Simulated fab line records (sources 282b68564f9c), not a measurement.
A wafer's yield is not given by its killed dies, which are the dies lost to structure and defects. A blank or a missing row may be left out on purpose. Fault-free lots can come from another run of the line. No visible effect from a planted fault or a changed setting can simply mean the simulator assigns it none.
Which tool was responsible? :: flow rit cmos :: 14 lots, 42 wafers sampled, at 5 steps of a route of 202

## WHAT THE GAUGES SHOWED, per wafer
RIT_WELLDRIVE_RS_MEAS_02: a four-point-probe measurement. Usual: PWELL_RS 429.1 ohm/sq, standard deviation 1.1.
lot: L836
measured: day 2 05:41
on: film metro-01
PWELL_RS (ohm/sq): 430.0 429.9 430.6
flag: 

lot: L837
measured: day 2 12:05
on: film metro-04
PWELL_RS (ohm/sq): 427.9 427.4 428.5
flag: 

lot: L838
measured: day 2 15:33
on: film metro-04
PWELL_RS (ohm/sq): 429.8 431.7 431.8
flag: 

lot: L841
measured: day 3 05:10
on: film metro-02
PWELL_RS (ohm/sq): 429.5 429.3 428.2
flag: 

lot: L842
measured: day 3 10:38
on: film metro-02
PWELL_RS (ohm/sq): 429.3 429.6 429.5
flag: 

lot: L844
measured: day 3 20:58
on: film metro-02
PWELL_RS (ohm/sq): 428.6 429.4 426.9
flag: 

lot: L845
measured: day 4 01:52
on: film metro-02
PWELL_RS (ohm/sq): 428.3 428.8 429.4
flag: 

lot: L846
measured: day 4 06:41
on: film metro-04
PWELL_RS (ohm/sq): 427.7 428.1 428.1
flag: 

lot: L847
measured: day 4 10:51
on: film metro-02
PWELL_RS (ohm/sq): 430.3 429.4 430.1
flag: 

lot: L851
measured: day 5 08:30
on: film metro-01
PWELL_RS (ohm/sq): 429.0 429.0 429.6
flag: 

lot: L852
measured: day 5 12:29
on: film metro-02
PWELL_RS (ohm/sq): 429.7 429.7 430.5
flag: 

lot: L855
measured: day 6 05:44
on: film metro-04
PWELL_RS (ohm/sq): 435.5 435.7 436.6 436.2 435.1 435.7
flag: OFF

lot: L857
measured: day 6 16:30
on: film metro-02
PWELL_RS (ohm/sq): 436.0 437.0 436.9 435.8 437.6 436.1
flag: OFF

lot: L858
measured: day 6 18:13
on: film metro-01
PWELL_RS (ohm/sq): 429.2 429.7 429.7
flag: 

RIT_FOX2_THK_MEAS_91. Usual: FIELD_OXIDE_LEFT_2_THK 257 nm, standard deviation 7.
lot: L836
measured: day 2 09:26
on: film metro-03
FIELD_OXIDE_LEFT_2_THK (nm): 263 262 264
flag: 

lot: L837
measured: day 2 15:44
on: film metro-01
FIELD_OXIDE_LEFT_2_THK (nm): 246 249 252
flag: 

lot: L838
measured: day 2 19:23
on: film metro-01
FIELD_OXIDE_LEFT_2_THK (nm): 260 259 256
flag: 

lot: L841
measured: day 3 09:02
on: film metro-01
FIELD_OXIDE_LEFT_2_THK (nm): 249 251 245
flag: 

lot: L842
measured: day 3 14:23
on: film metro-01
FIELD_OXIDE_LEFT_2_THK (nm): 251 245 248
flag: 

lot: L844
measured: day 4 00:53
on: film metro-03
FIELD_OXIDE_LEFT_2_THK (nm): 252 249 245
flag: 

lot: L845
measured: day 4 05:51
on: film metro-03
FIELD_OXIDE_LEFT_2_THK (nm): 256 258 256
flag: 

lot: L846
measured: day 4 10:46
on: film metro-03
FIELD_OXIDE_LEFT_2_THK (nm): 253 259 258
flag: 

lot: L847
measured: day 4 14:44
on: film metro-04
FIELD_OXIDE_LEFT_2_THK (nm): 262 264 262
flag: 

lot: L851
measured: day 5 12:17
on: film metro-03
FIELD_OXIDE_LEFT_2_THK (nm): 263 260 264
flag: 

lot: L852
measured: day 5 16:07
on: film metro-04
FIELD_OXIDE_LEFT_2_THK (nm): 260 255 264
flag: 

lot: L855
measured: day 6 15:20
on: film metro-03
FIELD_OXIDE_LEFT_2_THK (nm): 260 251 254
flag: 

lot: L857
measured: day 6 23:02
on: film metro-03
FIELD_OXIDE_LEFT_2_THK (nm): 273 269 273
flag: 

lot: L858
measured: day 6 21:53
on: film metro-01
FIELD_OXIDE_LEFT_2_THK (nm): 263 261 253
flag: 

RIT_PSD_OVL_MEAS_06. Usual: PSD_OVL -0.2 nm, standard deviation 1.3.
lot: L836
measured: day 3 01:13
on: overlay-02
PSD_OVL (nm): -0.3 0.7 1.2
flag: 

lot: L837
measured: day 3 07:46
on: overlay-01
PSD_OVL (nm): 2.0 0.0 -0.1
flag: 

lot: L838
measured: day 3 12:41
on: overlay-01
PSD_OVL (nm): 1.1 0.8 -0.8
flag: 

lot: L841
measured: day 4 02:34
on: overlay-01
PSD_OVL (nm): 0.6 -1.4 -1.1
flag: 

lot: L842
measured: day 4 06:11
on: overlay-01
PSD_OVL (nm): 0.2 2.2 -0.9
flag: 

lot: L844
measured: day 4 17:50
on: overlay-02
PSD_OVL (nm): -0.5 -1.3 0.3
flag: 

lot: L845
measured: day 4 22:02
on: overlay-01
PSD_OVL (nm): -0.3 0.4 -1.0
flag: 

lot: L846
measured: day 5 02:14
on: overlay-01
PSD_OVL (nm): 0.3 -0.7 1.2
flag: 

lot: L847
measured: day 5 07:34
on: overlay-01
PSD_OVL (nm): 2.3 1.7 -0.7
flag: 

lot: L851
measured: day 6 08:14
on: overlay-02
PSD_OVL (nm): -1.3 -1.8 -2.9
flag: 

lot: L852
measured: day 6 08:35
on: overlay-02
PSD_OVL (nm): -2.1 0.3 -0.4
flag: 

lot: L855
measured: day 7 12:11
on: overlay-02
PSD_OVL (nm): -0.1 -2.1 0.4
flag: 

lot: L857
measured: day 7 17:28
on: overlay-02
PSD_OVL (nm): -1.2 -1.1 -1.7
flag: 

lot: L858
measured: day 7 14:16
on: overlay-01
PSD_OVL (nm): 1.3 -1.4 -1.6
flag: 

RIT_M1_OVL_MEAS_10. Usual: M1_OVL 0.2 nm, standard deviation 1.4.
lot: L836
measured: day 3 07:13
on: overlay-02
M1_OVL (nm): 1.3 0.5 2.2
flag: 

lot: L837
measured: day 3 13:41
on: overlay-02
M1_OVL (nm): -0.3 0.7 0.2
flag: 

lot: L838
measured: day 3 19:00
on: overlay-02
M1_OVL (nm): 1.7 0.5 1.6
flag: 

lot: L841
measured: day 4 08:49
on: overlay-01
M1_OVL (nm): 0.6 -0.1 -0.8
flag: 

lot: L842
measured: day 4 12:23
on: overlay-02
M1_OVL (nm): -2.4 -0.9 -1.4
flag: 

lot: L844
measured: day 4 23:35
on: overlay-01
M1_OVL (nm): -0.3 -0.2 -0.1
flag: 

lot: L845
measured: day 5 03:52
on: overlay-02
M1_OVL (nm): 1.9 1.7 3.2
flag: 

lot: L846
measured: day 5 08:20
on: overlay-02
M1_OVL (nm): 4.1 2.4 1.3
flag: 

lot: L847
measured: day 5 13:31
on: overlay-02
M1_OVL (nm): 0.5 -0.1 1.9
flag: 

lot: L851
measured: day 6 14:13
on: overlay-02
M1_OVL (nm): 1.0 1.2 -1.4
flag: 

lot: L852
measured: day 6 14:29
on: overlay-02
M1_OVL (nm): -0.1 1.2 -0.8
flag: 

lot: L855
measured: day 7 17:55
on: overlay-01
M1_OVL (nm): -1.3 -0.6 0.8
flag: 

lot: L857
measured: day 7 23:44
on: overlay-02
M1_OVL (nm): 1.0 -1.8 -0.8
flag: 

lot: L858
measured: day 7 20:07
on: overlay-02
M1_OVL (nm): -1.8 -1.0 -1.5
flag: 

## EACH LOT AND THE TOOL THAT RAN IT (in order: tool; ch and the chambers of the sampled wafers; start)
lot: L836
RIT_PWELL_IMPLANT_08: implanter-02 ch 0, day 1 23:10

lot: L837
RIT_PWELL_IMPLANT_08: implanter-02 ch 0, day 2 06:31

lot: L838
RIT_PWELL_IMPLANT_08: implanter-02 ch 0, day 2 09:36

lot: L841
RIT_PWELL_IMPLANT_08: implanter-02 ch 0, day 2 23:16

lot: L842
RIT_PWELL_IMPLANT_08: implanter-04 ch 0, day 3 05:03

lot: L844
RIT_PWELL_IMPLANT_08: implanter-02 ch 0, day 3 15:23

lot: L845
RIT_PWELL_IMPLANT_08: implanter-04 ch 0, day 3 20:13

lot: L846
RIT_PWELL_IMPLANT_08: implanter-01 ch 0, day 4 00:41

lot: L847
RIT_PWELL_IMPLANT_08: implanter-02 ch 0, day 4 05:16

lot: L851
RIT_PWELL_IMPLANT_08: implanter-01 ch 0, day 5 02:55

lot: L852
RIT_PWELL_IMPLANT_08: implanter-02 ch 0, day 5 06:16

lot: L855
RIT_PWELL_IMPLANT_08: implanter-01 ch 0, day 6 00:10

lot: L857
RIT_PWELL_IMPLANT_08: implanter-01 ch 0, day 6 10:55

lot: L858
RIT_PWELL_IMPLANT_08: implanter-04 ch 0, day 6 12:38
- RIT_PWELL_IMPLANT_08

## AS READ BY THE TOOLS THEMSELVES (means over the sampled wafers that have a number; for cases with no such wafer, the mark the record gives instead)
RIT_PWELL_IMPLANT_08. Usual: dose ions cm2 at 7e+13, with a standard deviation of 6.8e+10.
lot: L836
tool: implanter-02
dose ions cm2: 7e+13
flag: 

lot: L837
tool: implanter-02
dose ions cm2: 7e+13
flag: 

lot: L838
tool: implanter-02
dose ions cm2: 7e+13
flag: 

lot: L841
tool: implanter-02
dose ions cm2: 7e+13
flag: 

lot: L842
tool: implanter-04
dose ions cm2: 7e+13
flag: 

lot: L844
tool: implanter-02
dose ions cm2: 7e+13
flag: 

lot: L845
tool: implanter-04
dose ions cm2: 7e+13
flag: 

lot: L846
tool: implanter-01
dose ions cm2: 7e+13
flag: 

lot: L847
tool: implanter-02
dose ions cm2: 7e+13
flag: 

lot: L851
tool: implanter-01
dose ions cm2: 7e+13
flag: 

lot: L852
tool: implanter-02
dose ions cm2: 7e+13
flag: 

lot: L855
tool: implanter-01
dose ions cm2: 7e+13
flag: 

lot: L857
tool: implanter-01
dose ions cm2: 7e+13
flag: 

lot: L858
tool: implanter-04
dose ions cm2: 7e+13
flag: 

## THE ANSWER, worked out from the rows above alone
Rule: a lot is off if the mean of its wafers that have a number lies more than 3 standard deviations from the usual mean. Also off: a lot with no number at a reading for which 4 or more lots have one. Any other lot the step has rows for is counted as sound. Order of review: gauges by route order, followed by the tools' own readings, for which a lot's mean as printed above is used. At the first step where some lot is off, the reading lying furthest off is the one used; lots without a number count as furthest.
Off: L855, L857, seen at RIT_WELLDRIVE_RS_MEAS_02 (PWELL_RS).
If a tool, at a process step before that reading, ran all the lots that are off and no sound lot after the first of them, it fits. The gauges at RIT_WELLDRIVE_RS_MEAS_02 are tried like those tools. One candidate fits, namely implanter-01 at RIT_PWELL_IMPLANT_08. A fault onset in the window from L851 (day 5 02:55, its last sound lot) to L855 (day 6 00:10, its first lot off) fits.

## WHAT WAS PUT IN BY THE SIMULATOR
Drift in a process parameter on implanter-01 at RIT_PWELL_IMPLANT_08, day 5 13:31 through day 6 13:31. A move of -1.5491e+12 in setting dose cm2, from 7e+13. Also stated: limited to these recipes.
Lots struck among those shown: L855, L857. The rule above reached the same finding.
